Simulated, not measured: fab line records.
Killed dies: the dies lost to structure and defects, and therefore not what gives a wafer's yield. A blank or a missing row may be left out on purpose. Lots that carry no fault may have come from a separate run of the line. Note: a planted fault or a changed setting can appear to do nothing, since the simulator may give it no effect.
Lot-split experiment / flow ritCmos / 23 wafers read across 5 lots, on a route 202 steps long

SPLIT DETAILS
At RIT_NRETRO_COAT_01 (resist thk 1300 nm), the setting spinRpm was moved away from the recipe's 2000 rpm on 4 of the 23 wafers read, by -3.9% to +5.8%. For the rest of the wafers, this setting stayed at what the recipe calls for.

FROM THE SPLIT TO THE READING: what the file shows between them, 3 steps
- RIT_NRETRO_SOFTBAKE_02: time 60 s
- RIT_NRETRO_EXPOSE_03: exposes mask M4, target cd 43900 nm
- RIT_NRETRO_DEVELOP_05: develop time 68 s

THE READING
NOVOLAK_of_NRETRO_COAT_01.thkNm (the simulator's own value, which no gauge read), in nm, at RIT_NRETRO_HARDBAKE_07 (time 120 s). There is no usual value for it anywhere in the file. Here, 19 wafers ran the recipe; their average is 1136 nm with a standard deviation of 2.1 nm.

wafer=L075.1; tool, chamber at the split=lithoTrack-02, 0; spinRpm as run, rpm=1922; against the recipe=-3.9%; NOVOLAK_of_NRETRO_COAT_01.thkNm, nm=1160; against lot-mates on the recipe=+22
wafer=L075.2; tool, chamber at the split=lithoTrack-02, 0; spinRpm as run, rpm=2000; against the recipe=recipe; NOVOLAK_of_NRETRO_COAT_01.thkNm, nm=1139; against lot-mates on the recipe=-
wafer=L075.3; tool, chamber at the split=lithoTrack-02, 0; spinRpm as run, rpm=2000; against the recipe=recipe; NOVOLAK_of_NRETRO_COAT_01.thkNm, nm=1140; against lot-mates on the recipe=-
wafer=L075.4; tool, chamber at the split=lithoTrack-02, 0; spinRpm as run, rpm=2000; against the recipe=recipe; NOVOLAK_of_NRETRO_COAT_01.thkNm, nm=1135; against lot-mates on the recipe=-
wafer=L075.5; tool, chamber at the split=lithoTrack-02, 0; spinRpm as run, rpm=1922; against the recipe=-3.9%; NOVOLAK_of_NRETRO_COAT_01.thkNm, nm=1159; against lot-mates on the recipe=+21
wafer=L076.1; tool, chamber at the split=lithoTrack-01, 0; spinRpm as run, rpm=2000; against the recipe=recipe; NOVOLAK_of_NRETRO_COAT_01.thkNm, nm=1133; against lot-mates on the recipe=-
wafer=L076.5; tool, chamber at the split=lithoTrack-01, 0; spinRpm as run, rpm=2000; against the recipe=recipe; NOVOLAK_of_NRETRO_COAT_01.thkNm, nm=1133; against lot-mates on the recipe=-
wafer=L076.4; tool, chamber at the split=lithoTrack-01, 0; spinRpm as run, rpm=2000; against the recipe=recipe; NOVOLAK_of_NRETRO_COAT_01.thkNm, nm=1137; against lot-mates on the recipe=-
wafer=L080.1; tool, chamber at the split=lithoTrack-04, 0; spinRpm as run, rpm=2115; against the recipe=+5.8%; NOVOLAK_of_NRETRO_COAT_01.thkNm, nm=1107; against lot-mates on the recipe=-28
wafer=L080.2; tool, chamber at the split=lithoTrack-04, 0; spinRpm as run, rpm=2000; against the recipe=recipe; NOVOLAK_of_NRETRO_COAT_01.thkNm, nm=1134; against lot-mates on the recipe=-
wafer=L080.3; tool, chamber at the split=lithoTrack-04, 0; spinRpm as run, rpm=2000; against the recipe=recipe; NOVOLAK_of_NRETRO_COAT_01.thkNm, nm=1134; against lot-mates on the recipe=-
wafer=L080.4; tool, chamber at the split=lithoTrack-04, 0; spinRpm as run, rpm=2000; against the recipe=recipe; NOVOLAK_of_NRETRO_COAT_01.thkNm, nm=1137; against lot-mates on the recipe=-
wafer=L080.5; tool, chamber at the split=lithoTrack-04, 0; spinRpm as run, rpm=2115; against the recipe=+5.8%; NOVOLAK_of_NRETRO_COAT_01.thkNm, nm=1103; against lot-mates on the recipe=-32
wafer=L082.1; tool, chamber at the split=lithoTrack-04, 0; spinRpm as run, rpm=2000; against the recipe=recipe; NOVOLAK_of_NRETRO_COAT_01.thkNm, nm=1137; against lot-mates on the recipe=-
wafer=L082.2; tool, chamber at the split=lithoTrack-04, 0; spinRpm as run, rpm=2000; against the recipe=recipe; NOVOLAK_of_NRETRO_COAT_01.thkNm, nm=1137; against lot-mates on the recipe=-
wafer=L082.3; tool, chamber at the split=lithoTrack-04, 0; spinRpm as run, rpm=2000; against the recipe=recipe; NOVOLAK_of_NRETRO_COAT_01.thkNm, nm=1135; against lot-mates on the recipe=-
wafer=L082.5; tool, chamber at the split=lithoTrack-04, 0; spinRpm as run, rpm=2000; against the recipe=recipe; NOVOLAK_of_NRETRO_COAT_01.thkNm, nm=1135; against lot-mates on the recipe=-
wafer=L082.4; tool, chamber at the split=lithoTrack-04, 0; spinRpm as run, rpm=2000; against the recipe=recipe; NOVOLAK_of_NRETRO_COAT_01.thkNm, nm=1139; against lot-mates on the recipe=-
wafer=L085.2; tool, chamber at the split=lithoTrack-04, 0; spinRpm as run, rpm=2000; against the recipe=recipe; NOVOLAK_of_NRETRO_COAT_01.thkNm, nm=1136; against lot-mates on the recipe=-
wafer=L085.6; tool, chamber at the split=lithoTrack-04, 0; spinRpm as run, rpm=2000; against the recipe=recipe; NOVOLAK_of_NRETRO_COAT_01.thkNm, nm=1136; against lot-mates on the recipe=-
wafer=L085.3; tool, chamber at the split=lithoTrack-04, 0; spinRpm as run, rpm=2000; against the recipe=recipe; NOVOLAK_of_NRETRO_COAT_01.thkNm, nm=1134; against lot-mates on the recipe=-
wafer=L085.4; tool, chamber at the split=lithoTrack-04, 0; spinRpm as run, rpm=2000; against the recipe=recipe; NOVOLAK_of_NRETRO_COAT_01.thkNm, nm=1135; against lot-mates on the recipe=-
wafer=L085.5; tool, chamber at the split=lithoTrack-04, 0; spinRpm as run, rpm=2000; against the recipe=recipe; NOVOLAK_of_NRETRO_COAT_01.thkNm, nm=1132; against lot-mates on the recipe=-

FIT RESULTS
A straight line over all 23 wafers: NOVOLAK_of_NRETRO_COAT_01.thkNm changes by -5.59 nm for each +1% of spinRpm; r = -0.98; the points scatter about the line by 2.2 nm.
The same after taking each lot's own level away (the mean of its wafers on the recipe; 23 wafers): -5.31 nm for each +1%; r = -0.99; scatter 1.7 nm.
Per that fit: largest spinRpm move, reading shift of 31 nm.
Across the lots, their own levels run from 1134.3 to 1138.0 nm, a range of 1.7 times the standard deviation given above.
The two slopes are in agreement: the lot-to-lot level therefore moves the slope only a little.
Check: -31.9 nm against its lot-mates is what the line predicts for one of the wafers moved furthest among these (+5.8%) when that wafer is left out of the fit. It came out at -28 nm against them.

THESE WAFERS: OTHER SPLITS
Other splits were also applied to these wafers ahead of the reading. Each is held against what the fit with the lots' levels taken away leaves over:
other split on the same wafers=RIT_ACTIVE_OXIDATION_01 oxTimeS; wafers away from the commonest value=10; r with NOVOLAK_of_NRETRO_COAT_01.thkNm (lot level and that fit taken away)=-0.04
other split on the same wafers=RIT_NWELL_COAT_01 spinRpm; wafers away from the commonest value=6; r with NOVOLAK_of_NRETRO_COAT_01.thkNm (lot level and that fit taken away)=+0.16
other split on the same wafers=RIT_NWELL_IMPLANT_08 doseCm2; wafers away from the commonest value=7; r with NOVOLAK_of_NRETRO_COAT_01.thkNm (lot level and that fit taken away)=-0.11
other split on the same wafers=RIT_PWELL_IMPLANT_08 doseCm2; wafers away from the commonest value=7; r with NOVOLAK_of_NRETRO_COAT_01.thkNm (lot level and that fit taken away)=-0.26

THE WHOLE CHAIN: every reading that the file lists as answering this split, in the file's order
step=RIT_NRETRO_COAT_01; what it does=resist thk 1300 nm; reading=NOVOLAK_of_NRETRO_COAT_01.thkNm (the simulator's own value, which no gauge read); change (the file's fit)=-6.07 nm for each +1% of the setting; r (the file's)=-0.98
step=RIT_NRETRO_HARDBAKE_07; what it does=time 120 s; reading=NOVOLAK_of_NRETRO_COAT_01.thkNm (the simulator's own value, which no gauge read); change (the file's fit)=-5.23 nm for each +1% of the setting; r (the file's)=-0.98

FILE'S OWN FIT
NOVOLAK_of_NRETRO_COAT_01.thkNm changes by -5.23 nm for each +1% of spinRpm, r = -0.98.
